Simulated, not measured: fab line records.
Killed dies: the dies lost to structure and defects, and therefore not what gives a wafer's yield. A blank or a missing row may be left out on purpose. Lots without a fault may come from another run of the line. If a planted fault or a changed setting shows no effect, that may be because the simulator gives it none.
fab line records	flow ritCmos
record: lots: 7	wafers: 21	lastDay: 8
route steps=202 shown CONTACT@172 M1@184
lots that met no fault: from a run of the same line without faults
startH: hours from the record's first day to the start of the lot's first wafer shown	waitH: hours from the lot's prior step to this one	" the same as in the row above	L1.1+2: a row that stands for several wafers	- value missing, or start not given	* or withheld: withheld	< > ~ a bound
route shown NAME@n: a module of which the file shows steps, and the number in the route of the first	usual: mean and standard deviation over wafers with no fault	same: alike in all rows	chamber/n: place in a boat	sites: per-site readings	_std_site: the values' standard deviation	_edge_site: mean of outer sites minus mean of inner sites	radiusMm: for every site, how far away it sits from the centre of the wafer	mask NAME#n: copy n	behind: the tool/chamber that last shaped the wafer	hold: the reason the lot was held/the length of the hold in hours/how it ended	device: the transistor (n, p or np) that didn't switch	end of line: tests run on the same wafers once the route is complete	a step without rows: its recipe alone	killed: the dies lost at the first sort to structure and to defects; this is not the yield of the wafer	map: per-die view of a wafer (x killed, . not killed, _ where there is no die)
set.NAME: the setting the step ran with; set.NAME@STEP: the setting that earlier step ran with	model.NAME: the simulator's own value behind a step, which no gauge read
lots seen at some steps along the route; tables by step, rows by wafer
services: when a tool's chamber went out of use (startH, in hours from the record's first day, below 0 if earlier), for how many hours, and the reason
== steps ==
step: RIT_CONTACT_SOFTBAKE_04
recipe: resist: NOVOLAK	tempC: 90	timeS: 60
step: RIT_CONTACT_EXPOSE_05
recipe: maskId: M11	na: 0.6	sourceShape: conventional	sigmaOuter: 0.5	targetCdNm: 1000	doseMj: 250
step: RIT_CONTACT_PEB_06
recipe: resist: NOVOLAK	tempC: withheld	timeS: withheld
step: RIT_CONTACT_DEVELOP_07
recipe: resist: NOVOLAK	developTimeS: 120	devTempC: 23
step: RIT_CONTACT_CD_MEAS_08
recipe: targetCdNm: 1000
usual: cdNm: 999.7/1.8
lot.wafer	tool	chamber	startH	waitH	cdNm
L137.1	cdSem-01	-	74.87	-	998.8
L137.2	"	-	"	"	1001.7
L137.5	"	-	"	"	1000.2
L145.1	cdSem-01	-	117.39	-	999.4
L145.2	"	-	"	"	999.1
L145.4	"	-	"	"	1000.0
L146.1	cdSem-02	-	119.66	-	998.0
L146.2	"	-	"	"	997.5
L146.5	"	-	"	"	999.3
L147.4	cdSem-02	-	122.88	-	998.5
L147.5	"	-	"	"	1000.5
L147.6	"	-	"	"	997.9
L155.4	cdSem-01	-	165.73	-	1000.7
L155.5	"	-	"	"	998.0
L155.6	"	-	"	"	1000.1
L156.2	cdSem-01	-	171.52	-	1000.4
L156.3	"	-	"	"	998.5
L156.4	"	-	"	"	1000.2
L157.3	cdSem-01	-	183.67	-	997.0
L157.4	"	-	"	"	998.1
L157.5	"	-	"	"	996.7
step: RIT_CONTACT_OVL_MEAS_09
usual: CONTACT_OVL: -0.4/1.7
lot.wafer	tool	chamber	startH	waitH	CONTACT_OVL[nm]
L137.1	overlay-02	-	74.99	0.1	-1.3
L137.2	"	-	"	"	-1.4
L137.5	"	-	"	"	-0.1
L145.1	overlay-02	-	117.51	0.1	0.5
L145.2	"	-	"	"	0.2
L145.4	"	-	"	"	-0.1
L146.1	overlay-02	-	119.78	0.1	-2.3
L146.2	"	-	"	"	-1.8
L146.5	"	-	"	"	-2.4
L147.4	overlay-01	-	122.96	0.1	-0.6
L147.5	"	-	"	"	-0.5
L147.6	"	-	"	"	-0.7
L155.4	overlay-01	-	165.81	0.1	-2.0
L155.5	"	-	"	"	-0.9
L155.6	"	-	"	"	-2.6
L156.2	overlay-01	-	171.62	0.1	-0.5
L156.3	"	-	"	"	-1.5
L156.4	"	-	"	"	0.0
L157.3	overlay-01	-	183.76	0.1	2.4
L157.4	"	-	"	"	1.0
L157.5	"	-	"	"	1.4
step: RIT_CONTACT_HARDBAKE_10
recipe: resist: NOVOLAK	tempC: 140	timeS: 60
step: RIT_CONTACT_ETCH_11
recipe: targetDepthA: 4800	overEtchFrac: 0.2	stopOn: TiSi2	chemistry: CHF3/CF4/Ar	target: SiO2	CHF3_flow_sccm: 50	cf4FlowSccm: 10	Ar_flow_sccm: 100	O2_flow_sccm: 5	pressureMtorr: 100	rfW: 200	timeS: 320
usual: drypumpMotorCurrentA: 5.9/0.39	oesProductAu: 0.990/0.0096	throttleValvePct: 8.89/0.14
lot.wafer	tool	chamber	startH	waitH	drypumpMotorCurrentA	oesProductAu	rfHoursCounterH	throttleValvePct
L137.1	rieDiel-04	2	75.18	0.1	5.2	0.992	90	9.03
L137.2	"	0	"	"	5.5	0.982	60	8.74
L137.5	"	0	"	"	5.5	0.984	-	8.75
L145.1	rieDiel-02	3	117.77	0.1	6.5	1.018	11	8.76
L145.2	"	1	"	"	5.8	0.984	147	8.89
L145.4	"	2	"	"	6.0	0.990	1	9.12
L146.1	rieDiel-03	1	120.05	0.1	6.0	0.989	129	9.07
L146.2	"	0	"	"	6.2	0.979	8	9.01
L146.5	"	0	"	"	6.2	0.974	-	8.99
L147.4	rieDiel-04	3	123.13	0.1	6.0	0.980	154	8.81
L147.5	"	0	"	"	5.5	0.992	-	8.76
L147.6	"	1	"	"	5.9	1.003	-	8.93
L155.4	rieDiel-04	3	165.97	0.1	6.0	0.971	0	8.82
L155.5	"	1	"	"	5.9	0.995	-	8.94
L155.6	"	2	"	"	5.2	0.989	-	9.05
L156.2	rieDiel-02	3	171.80	0.1	6.5	1.007	12	8.76
L156.3	"	0	"	"	5.8	0.993	137	8.84
L156.4	"	2	"	"	6.0	0.991	-	9.12
L157.3	rieDiel-02	2	183.94	0.1	6.0	0.991	3	9.12
L157.4	"	0	"	"	5.8	0.992	-	8.83
L157.5	"	3	"	"	6.6	1.018	-	8.78
step: RIT_CONTACT_STRIP_12
recipe: chemistry: O2	timeS: 180	resist: NOVOLAK	platenTempC: withheld	powerW: 500	pressureMtorr: 4000	o2FlowSccm: 4000
usual: drypumpMotorCurrentA: 5.71/0.19	rfReflPowerW: 7.0/1.7
lot.wafer	tool	chamber	startH	waitH	drypumpMotorCurrentA	rfHoursCounterH	rfReflPowerW
L137.1	plasmaAsher-04	1	75.37	0.1	5.65	44	3.6
L137.2	"	0	"	"	5.91	44	8.6
L137.5	"	0	"	"	5.93	-	8.7
L145.1	plasmaAsher-03	1	117.97	0.1	5.63	0	8.9
L145.2	"	0	"	"	5.55	0	7.8
L145.4	"	0	"	"	5.56	-	7.6
L146.1	plasmaAsher-01	1	120.24	0.1	6.10	48	5.2
L146.2	"	0	"	"	5.55	48	5.7
L146.5	"	0	"	"	5.56	-	5.7
L147.4	plasmaAsher-03	1	123.38	0.2	5.65	-	8.7
L147.5	"	0	"	"	5.54	-	7.9
L147.6	"	1	"	"	5.66	-	8.4
L155.4	plasmaAsher-03	1	166.23	0.2	5.67	-	8.6
L155.5	"	1	"	"	5.63	-	8.7
L155.6	"	0	"	"	5.54	-	7.8
L156.2	plasmaAsher-01	0	172.00	0.1	5.55	53	5.8
L156.3	"	0	"	"	5.53	-	5.8
L156.4	"	1	"	"	6.07	-	5.4
L157.3	plasmaAsher-01	0	184.19	0.2	5.54	-	5.8
L157.4	"	1	"	"	6.06	-	5.3
L157.5	"	0	"	"	5.57	-	5.7
step: RIT_CONTACT_CD_MEAS_90
recipe: targetCdNm: 1000
usual: cdNm: 999.8/1.9
lot.wafer	tool	chamber	startH	waitH	cdNm
L137.1	cdSem-01	-	75.55	0.1	999.3
L137.2	"	-	"	"	1000.7
L137.5	"	-	"	"	999.7
L145.1	cdSem-02	-	118.14	0.1	999.0
L145.2	"	-	"	"	999.3
L145.4	"	-	"	"	1000.2
L146.1	cdSem-01	-	120.42	0.1	998.2
L146.2	"	-	"	"	997.8
L146.5	"	-	"	"	999.6
L147.4	cdSem-02	-	123.56	0.1	998.1
L147.5	"	-	"	"	1000.0
L147.6	"	-	"	"	997.6
L155.4	cdSem-02	-	166.40	0.1	1000.8
L155.5	"	-	"	"	998.4
L155.6	"	-	"	"	999.6
L156.2	cdSem-02	-	172.19	0.1	1000.1
L156.3	"	-	"	"	998.2
L156.4	"	-	"	"	1000.2
L157.3	cdSem-01	-	184.34	0.1	997.1
L157.4	"	-	"	"	998.4
L157.5	"	-	"	"	996.8
step: RIT_CONTACT_CLEAN_13
recipe: chemistry: SC1	mix: 3:3:50	timeS: 600	tempC: 75
step: RIT_CONTACT_CLEAN_14
recipe: chemistry: SC2	mix: 3:3:50	timeS: 600	tempC: 75	dry: n2Spin
step: RIT_M1_SPUTTER_00
recipe: material: Al	targetThkNm: 400	powerW: 2000	chamberPressurePa: 0.4	gas: Ar	timeS: 500	substrateTempC: 25
usual: cathodeDcPowerW: 2000.0/0.37	chamberPressurePa: 0.4000/0.0008	throttleValvePct: 29.7/1.1
lot.wafer	tool	chamber	startH	waitH	cathodeDcPowerW	chamberPressurePa	throttleValvePct
L137.1	pvdSputter-03	-	76.02	0.0	2000.4	0.3993	28.3
L137.2	"	-	"	"	2000.0	0.4005	29.2
L137.5	"	-	"	"	1999.6	0.4006	29.0
L145.1	pvdSputter-03	-	118.61	0.0	-	-	-
L145.2	"	-	"	"	-	-	-
L145.4	"	-	"	"	-	-	-
L146.1	pvdSputter-01	-	120.89	0.0	-	-	-
L146.2	"	-	"	"	-	-	-
L146.5	"	-	"	"	-	-	-
L147.4	pvdSputter-03	-	123.97	0.0	-	-	-
L147.5	"	-	"	"	-	-	-
L147.6	"	-	"	"	-	-	-
L155.4	pvdSputter-03	-	166.81	0.0	1999.5	0.3998	29.0
L155.5	"	-	"	"	2000.6	0.4002	30.7
L155.6	"	-	"	"	2000.4	0.4011	29.1
L156.2	pvdSputter-01	-	172.64	0.0	1999.9	0.4005	31.1
L156.3	"	-	"	"	2000.0	0.4006	28.5
L156.4	"	-	"	"	1999.6	0.3987	28.9
L157.3	pvdSputter-03	-	184.77	0.0	2000.7	0.4012	28.2
L157.4	"	-	"	"	2000.3	0.3999	29.2
L157.5	"	-	"	"	2000.6	0.4013	29.1
step: RIT_M1_RS_MEAS_01
recipe: thkMeasGauge: four-point-probe	reads: Al_of_M1_SPUTTER_00
usual: M1_AL_RS: 0.0735/0.00076
lot.wafer	tool	chamber	startH	waitH	M1_AL_RS[ohm/sq]
L137.1	filmMetro-02	-	76.31	0.1	0.0740
L137.2	"	-	"	"	0.0736
L137.5	"	-	"	"	0.0733
L145.1	filmMetro-03	-	118.91	0.1	-
L145.2	"	-	"	"	-
L145.4	"	-	"	"	-
L146.1	filmMetro-04	-	121.18	0.1	-
L146.2	"	-	"	"	-
L146.5	"	-	"	"	-
L147.4	filmMetro-04	-	124.32	0.2	-
L147.5	"	-	"	"	-
L147.6	"	-	"	"	-
L155.4	filmMetro-02	-	167.17	0.2	0.0720
L155.5	"	-	"	"	0.0739
L155.6	"	-	"	"	0.0728
L156.2	filmMetro-04	-	172.96	0.2	0.0725
L156.3	"	-	"	"	0.0727
L156.4	"	-	"	"	0.0725
L157.3	filmMetro-04	-	185.11	0.2	0.0745
L157.4	"	-	"	"	0.0720
L157.5	"	-	"	"	0.0730
step: RIT_M1_THK_MEAS_02
recipe: thkMeasGauge: xrf	reads: Al_of_M1_SPUTTER_00
usual: M1_AL_THK: 408/5.2
lot.wafer	tool	chamber	startH	waitH	M1_AL_THK[nm]
L137.1	filmMetro-02	-	76.43	0.1	401
L137.2	"	-	"	"	401
L137.5	"	-	"	"	407
L145.1	filmMetro-03	-	119.03	0.1	<1
L145.2	"	-	"	"	<1
L145.4	"	-	"	"	<1
L146.1	filmMetro-04	-	121.30	0.1	<0
L146.2	"	-	"	"	<0
L146.5	"	-	"	"	<0
L147.4	filmMetro-04	-	124.41	0.1	<0
L147.5	"	-	"	"	<0
L147.6	"	-	"	"	<0
L155.4	filmMetro-02	-	167.26	0.1	409
L155.5	"	-	"	"	403
L155.6	"	-	"	"	405
L156.2	filmMetro-04	-	173.07	0.1	410
L156.3	"	-	"	"	408
L156.4	"	-	"	"	409
L157.3	filmMetro-04	-	185.21	0.1	402
L157.4	"	-	"	"	414
L157.5	"	-	"	"	411
step: RIT_M1_HMDS_03
recipe: primeTimeS: 60	primeTempC: 140
step: RIT_M1_COAT_04
recipe: resist: NOVOLAK	spinRpm: 2000	resistThkNm: 1300
step: RIT_M1_SOFTBAKE_05
recipe: resist: NOVOLAK	tempC: 90	timeS: 60
step: RIT_M1_EXPOSE_06
recipe: maskId: M12	na: 0.6	sourceShape: conventional	sigmaOuter: 0.5	targetCdNm: 2600	doseMj: 250
step: RIT_M1_PEB_07
recipe: resist: NOVOLAK	tempC: withheld	timeS: withheld
step: RIT_M1_DEVELOP_08
recipe: resist: NOVOLAK	developTimeS: 68	devTempC: 23.78
step: RIT_M1_CD_MEAS_09
recipe: targetCdNm: 2600
usual: cdNm: 2599.3/2.4
lot.wafer	tool	chamber	startH	waitH	cdNm
L137.1	cdSem-02	-	77.45	-	2599.4
L137.2	"	-	"	"	2599.4
L137.5	"	-	"	"	2599.9
L145.1	cdSem-01	-	120.09	-	2601.0
L145.2	"	-	"	"	2603.8
L145.4	"	-	"	"	2603.4
L146.1	cdSem-02	-	122.24	-	2601.2
L146.2	"	-	"	"	2601.7
L146.5	"	-	"	"	2600.6
L147.4	cdSem-02	-	125.51	-	2595.2
L147.5	"	-	"	"	2596.7
L147.6	"	-	"	"	2598.5
L155.4	cdSem-01	-	168.35	-	2599.8
L155.5	"	-	"	"	2598.7
L155.6	"	-	"	"	2599.5
L156.2	cdSem-01	-	174.02	-	2601.0
L156.3	"	-	"	"	2601.7
L156.4	"	-	"	"	2601.6
L157.3	cdSem-01	-	186.17	-	2600.2
L157.4	"	-	"	"	2602.0
L157.5	"	-	"	"	2601.0
step: RIT_M1_OVL_MEAS_10
usual: M1_OVL: -0.2/1.4
lot.wafer	tool	chamber	startH	waitH	M1_OVL[nm]
L137.1	overlay-02	-	77.57	0.1	1.0
L137.2	"	-	"	"	2.6
L137.5	"	-	"	"	2.4
L145.1	overlay-01	-	120.21	0.1	-1.0
L145.2	"	-	"	"	0.3
L145.4	"	-	"	"	-2.4
L146.1	overlay-01	-	122.36	0.1	0.1
L146.2	"	-	"	"	0.0
L146.5	"	-	"	"	-1.2
L147.4	overlay-01	-	125.59	0.1	1.3
L147.5	"	-	"	"	0.8
L147.6	"	-	"	"	1.0
L155.4	overlay-02	-	168.43	0.1	0.3
L155.5	"	-	"	"	-1.2
L155.6	"	-	"	"	-0.8
L156.2	overlay-02	-	174.12	0.1	0.7
L156.3	"	-	"	"	-0.8
L156.4	"	-	"	"	-0.1
L157.3	overlay-02	-	186.26	0.1	-3.2
L157.4	"	-	"	"	-0.7
L157.5	"	-	"	"	-0.2
step: RIT_M1_HARDBAKE_11
recipe: resist: NOVOLAK	tempC: 140	timeS: 120
step: RIT_M1_METAL_ETCH_12
recipe: stopOn: SiO2	chemistry: Cl2/BCl3	target: Al	timeS: 165	overEtchFrac: 0.5	pressureMtorr: 100	targetDepthA: 6000	rfW: 242.2	Cl2_flow_sccm: 60	bcl3FlowSccm: 50
usual: drypumpMotorCurrentA: 5.85/0.27	oesProductAu: 0.777/0.013	throttleValvePct: 8.23/0.12
lot.wafer	tool	chamber	startH	waitH	drypumpMotorCurrentA	oesProductAu	rfHoursCounterH	throttleValvePct
L137.1	rieMetal-02	1	77.95	0.2	6.24	0.760	2.5	8.40
L137.2	"	0	"	"	5.67	0.794	2.5	8.02
L137.5	"	0	"	"	5.64	0.784	-	8.03
L145.1	rieMetal-04	1	120.50	0.2	5.69	0.326	4.7	8.18
L145.2	"	1	"	"	5.74	0.332	-	8.18
L145.4	"	1	"	"	5.68	0.326	-	8.19
L146.1	rieMetal-02	0	122.65	0.2	5.69	0.336	3.1	8.10
L146.2	"	1	"	"	6.21	0.327	3.1	8.49
L146.5	"	0	"	"	5.69	0.331	-	8.10
L147.4	rieMetal-01	1	125.91	0.1	5.61	0.327	-	8.29
L147.5	"	1	"	"	5.59	0.335	-	8.32
L147.6	"	0	"	"	6.23	0.340	-	8.33
L155.4	rieMetal-02	0	168.75	0.1	5.72	0.795	-	8.04
L155.5	"	1	"	"	6.23	0.768	-	8.41
L155.6	"	0	"	"	5.71	0.799	-	8.05
L156.2	rieMetal-01	0	174.40	0.2	6.26	0.806	2.0	8.28
L156.3	"	0	"	"	6.25	0.791	-	8.28
L156.4	"	1	"	"	5.59	0.778	-	8.24
L157.3	rieMetal-04	1	186.59	0.2	5.69	0.779	-	8.11
L157.4	"	0	"	"	5.70	0.774	-	8.32
L157.5	"	0	"	"	5.70	0.761	-	8.31
step: RIT_M1_STRIP_13
recipe: chemistry: nmp	resist: NOVOLAK	tempC: 80	timeS: 600	dry: n2Spin
step: RIT_M1_PROBE_99
usual: defectLimitedYield: 97.6/1.2	killed_at_M0_to_M3: 0.0/0.12	killedAtFrontEnd: 6/3.1	killedDies: 6/3.1	killedOnRim: 1.7/1.3	killedOpen: 3.2/1.9	killedShort: 3.2/2.1	sort_bin_3_pad_short: 0.1/0.22	sort_bin_5_function: 1.5/0.86	sort_bin_6_memory: 0.9/0.61	sortNPass: 258/3.1	sortYieldPct: 97.6/1.2
same: grossDies: 264	killed_at_M4_up: 0	killedAtBackSide: 0	killedAtContacts: 0	killedAtOther: 0
lot.wafer	tool	chamber	startH	waitH	defectLimitedYield[%]	killed_at_M0_to_M3	killedAtFrontEnd	killedDies	killedOnRim	killedOpen	killedShort	sort_bin_3_pad_short[%]	sort_bin_5_function[%]	sort_bin_6_memory[%]	sortNPass	sortYieldPct[%]
L137.1	prober-01	-	80.20	0.1	97.3	0	7	7	2	2	5	0.4	1.1	1.1	257	97.3
L137.2	prober-01	-	80.25	0.1	98.1	0	5	5	3	1	4	0	1.1	0.8	259	98.1
L137.5	prober-01	-	80.40	0.2	99.6	0	1	1	0	0	1	0	0.4	0	263	99.6
L145.1	prober-01	-	122.93	0.1	0	263	1	264	70	1	0	17.0	80.3	2.7	0	0
L145.2	prober-01	-	122.98	0.1	0	263	1	264	70	1	0	27.7	70.5	1.9	0	0
L145.4	prober-01	-	123.08	0.2	0	264	0	264	70	0	0	20.1	77.7	2.3	0	0
L146.1	prober-02	-	124.90	0.1	0	262	2	264	70	0	2	25.4	73.1	1.5	0	0
L146.2	prober-02	-	124.95	0.1	0	263	1	264	70	1	0	22.7	72.3	4.9	0	0
L146.5	prober-02	-	125.10	0.2	0	263	1	264	70	0	1	24.6	70.8	4.5	0	0
L147.4	prober-01	-	158.89	0.2	0	263	1	264	70	0	1	23.5	72.0	4.5	0	0
L147.5	prober-01	-	158.94	0.2	0	264	0	264	70	0	0	28.0	67.0	4.9	0	0
L147.6	prober-01	-	158.99	0.2	0	262	2	264	70	1	1	23.1	75.0	1.9	0	0
L155.4	prober-01	-	171.28	0.2	95.5	0	12	12	5	2	7	1.1	2.3	1.1	252	95.5
L155.5	prober-01	-	171.33	0.2	98.5	0	4	4	0	3	1	0	0.8	0.8	260	98.5
L155.6	prober-01	-	171.38	0.2	99.6	0	1	1	0	1	0	0	0.4	0	263	99.6
L156.2	prober-02	-	176.71	0.1	98.1	0	5	5	0	3	2	0	1.1	0.8	259	98.1
L156.3	prober-02	-	176.76	0.2	98.9	0	3	3	0	2	1	0	0.4	0.8	261	98.9
L156.4	prober-02	-	176.81	0.2	98.1	0	5	5	0	3	2	0	1.5	0.4	259	98.1
L157.3	prober-02	-	188.89	0.2	99.2	0	2	2	0	0	2	0	0.8	0	262	99.2
L157.4	prober-02	-	188.94	0.2	95.1	0	13	13	3	7	5	0	3.0	1.9	251	95.1
L157.5	prober-02	-	188.99	0.2	97.0	0	8	8	3	5	2	0.4	1.1	1.5	256	97.0
killed by level:class
L137.1 REOX:geometricParticle:short=2 SPACER:geometricParticle:short=2 FOX1:geometricParticle:short=1 GATE:geometricParticle:open=1 REOX:geometricParticle:open=1
L137.2 SILICIDE:geometricParticle:short=2 FOX2:geometricParticle:short=1 FOX2:geometricParticle:open=1 GATE:geometricParticle:short=1
L137.5 FOX1:geometricParticle:short=1
L145.1 M1:lostPattern=262 SILICIDE:geometricParticle:open=1 M1:areaSputter=1
L145.2 M1:lostPattern=261 M1:areaSputter=2 FOX1:geometricParticle:open=1
L145.4 M1:lostPattern=263 M1:areaSputter=1
L146.1 M1:lostPattern=261 FOX1:geometricParticle:short=1 FOX2:geometricParticle:short=1 M1:areaSputter=1
L146.2 M1:lostPattern=263 GATE:geometricParticle:open=1
L146.5 M1:lostPattern=263 REOX:geometricParticle:short=1
L147.4 M1:lostPattern=262 FOX1:geometricParticle:short=1 M1:areaSputter=1
L147.5 M1:lostPattern=264
L147.6 M1:lostPattern=262 FOX1:geometricParticle:open=1 GATE:geometricParticle:short=1
L155.4 GATE:geometricParticle:short=3 PRETRO:coatMicrobubblePrinted=3 SILICIDE:geometricParticle:short=2 FOX1:geometricParticle:short=1 FOX2:geometricParticle:open=1 REOX:geometricParticle:short=1 SPACER:geometricParticle:open=1
L155.5 FOX1:geometricParticle:open=2 GATE:geometricParticle:open=1 SILICIDE:geometricParticle:short=1
L155.6 FOX1:geometricParticle:open=1
L156.2 FOX2:geometricParticle:open=1 GATE:geometricParticle:short=1 GATE:geometricParticle:open=1 SILICIDE:geometricParticle:short=1 SILICIDE:geometricParticle:open=1
L156.3 REOX:geometricParticle:open=2 SPACER:geometricParticle:short=1
L156.4 GATE:geometricParticle:open=1 REOX:geometricParticle:open=1 REOX:geometricParticle:short=1 SILICIDE:geometricParticle:open=1 SILICIDE:geometricParticle:short=1
L157.3 GATE:geometricParticle:short=2
L157.4 GATE:geometricParticle:open=6 GATE:geometricParticle:short=3 FOX1:geometricParticle:short=2 FOX1:geometricParticle:open=1 PLDD:coatMicrobubblePrinted=1
L157.5 GATE:geometricParticle:open=3 GATE:geometricParticle:short=2 SILICIDE:geometricParticle:open=2 PLDD:coatMicrobubblePrinted=1
map L145.1 (x killed, . not)
________xxxxxxx_______
_____xxxxxxxxxxxxx____
____xxxxxxxxxxxxxxx___
___xxxxxxxxxxxxxxxxx__
__xxxxxxxxxxxxxxxxxxx_
__xxxxxxxxxxxxxxxxxxx_
_xxxxxxxxxxxxxxxxxxxxx
_xxxxxxxxxxxxxxxxxxxxx
_xxxxxxxxxxxxxxxxxxxxx
_xxxxxxxxxxxxxxxxxxxxx
__xxxxxxxxxxxxxxxxxxx_
__xxxxxxxxxxxxxxxxxxx_
___xxxxxxxxxxxxxxxxx__
____xxxxxxxxxxxxxxx___
_____xxxxxxxxxxxxx____
________xxxxxxx_______
map L146.1 (x killed, . not)
________xxxxxxx_______
_____xxxxxxxxxxxxx____
____xxxxxxxxxxxxxxx___
___xxxxxxxxxxxxxxxxx__
__xxxxxxxxxxxxxxxxxxx_
__xxxxxxxxxxxxxxxxxxx_
_xxxxxxxxxxxxxxxxxxxxx
_xxxxxxxxxxxxxxxxxxxxx
_xxxxxxxxxxxxxxxxxxxxx
_xxxxxxxxxxxxxxxxxxxxx
__xxxxxxxxxxxxxxxxxxx_
__xxxxxxxxxxxxxxxxxxx_
___xxxxxxxxxxxxxxxxx__
____xxxxxxxxxxxxxxx___
_____xxxxxxxxxxxxx____
________xxxxxxx_______
== services ==
tool	chamber	startH	hours	kind
rieDiel-03	1	65.39	15.9	repair
rieMetal-04	-	65.62	0.3	repair
rieDiel-04	1	68.21	5.2	repair
rieMetal-02	0	71.83	2.3	repair
rieDiel-03	1	90.83	2.7	repair
rieDiel-02	-	107.92	1.0	repair
plasmaAsher-03	-	108.75	9.0	pm
plasmaAsher-03	0	108.75	9.0	ventCycle
plasmaAsher-03	1	108.75	9.0	ventCycle
rieMetal-04	0	117.35	10.5	repair
plasmaAsher-03	0	117.75	-	clean
plasmaAsher-03	1	117.75	-	clean
plasmaAsher-04	-	125.17	1.5	repair
rieDiel-04	3	126.21	-	clean
rieDiel-04	3	126.21	27.3	scheduledDown
rieDiel-04	3	126.21	27.3	ventCycle
rieDiel-03	-	130.78	2.8	pm
rieMetal-04	0	131.99	1.2	repair
rieDiel-02	3	153.81	5.6	repair
plasmaAsher-01	-	160.25	2.8	pm
rieDiel-02	1	164.93	-	clean
pvdSputter-03	-	168.04	1.4	repair
rieMetal-04	1	179.67	5.8	repair
== key ==
firstSign: step: RIT_M1_SPUTTER_00	reading: toolRecord	direction: missing
effect: step: RIT_M1_RS_MEAS_01	reading: M1_AL_RS	direction: missing
effect: step: RIT_M1_THK_MEAS_02	reading: M1_AL_THK	direction: down	sigmas: 78	usual: 408	struck: <0
effect: step: RIT_M1_METAL_ETCH_12	reading: oesProductAu	direction: down	sigmas: 35	usual: 0.777	struck: 0.331
effect: step: RIT_M1_PROBE_99	reading: killed_at_M0_to_M3	direction: up	sigmas: 99+	usual: 0.0	struck: 263
metAt RIT_M1_SPUTTER_00
struckWafers L145.1,L145.2,L145.4,L146.1,L146.2,L146.5,L147.4,L147.5,L147.6
laterRowsLeftOut L145.1,L145.2,L145.4,L146.1,L146.2,L146.5,L147.4,L147.5,L147.6
onsetBetween 76.02 118.61
fault: kind: skippedStepWhole	tool: pvdSputter-01,pvdSputter-03	chamber: -	onsetH: 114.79	steps: RIT_M1_SPUTTER_00	scope: struckLotsOnly
laterRowsLeftOut: the simulator's readings of these wafers behind a module that went badly wrong aren't trusted and aren't shown, but for the sort
